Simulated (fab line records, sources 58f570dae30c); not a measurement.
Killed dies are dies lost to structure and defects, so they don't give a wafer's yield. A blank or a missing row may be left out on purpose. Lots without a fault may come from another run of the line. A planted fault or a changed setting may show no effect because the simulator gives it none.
Which tool did it? | flow berkeley_cmos170 | 7 lots, 21 wafers sampled, at 1 step of a route of 331

WHAT THE GAUGES READ, wafer by wafer
UCB170_SACOX_THK_MEAS_02.
lot  | measured     | on            | SACOX_OXIDE_THK (nm)
L262 | day 6 21:32  | film_metro-03 | 14.70 14.76 14.91
L264 | day 7 05:25  | film_metro-01 | 14.82 14.67 14.71
L265 | day 7 05:27  | film_metro-03 | 14.43 14.17 14.26
L269 | day 8 06:52  | film_metro-03 | 14.43 14.22 14.22
L277 | day 9 19:19  | film_metro-03 | 14.45 14.49 14.23
L278 | day 10 04:28 | film_metro-01 | 14.57 14.57 14.51
L283 | day 11 08:00 | film_metro-03 | 14.80 14.60 14.47

WHICH TOOL RAN EACH LOT (tool, then ch and the chambers of the sampled wafers, then the start)
The record holds no process step before these readings.

THE ANSWER, worked out from the rows above alone
Rule: what is usual is taken from the lots themselves. Put in order of their means at a reading, lots are off if they are a third of the lots or fewer, leave a main group of 4 or more, and stand apart from it by a gap of 3 or more times the standard deviation of the main group's means; of several such gaps the widest counts. A main group whose means are all the same, to the digits that the tables above print for the reading, isn't used. A lot without any number at a reading at which 4 lots or more have one is off too. The other lots that the step has rows for count as sound.
No lot is off at any reading shown: from this, nothing can be told.

WHAT THE SIMULATOR HAD PUT IN
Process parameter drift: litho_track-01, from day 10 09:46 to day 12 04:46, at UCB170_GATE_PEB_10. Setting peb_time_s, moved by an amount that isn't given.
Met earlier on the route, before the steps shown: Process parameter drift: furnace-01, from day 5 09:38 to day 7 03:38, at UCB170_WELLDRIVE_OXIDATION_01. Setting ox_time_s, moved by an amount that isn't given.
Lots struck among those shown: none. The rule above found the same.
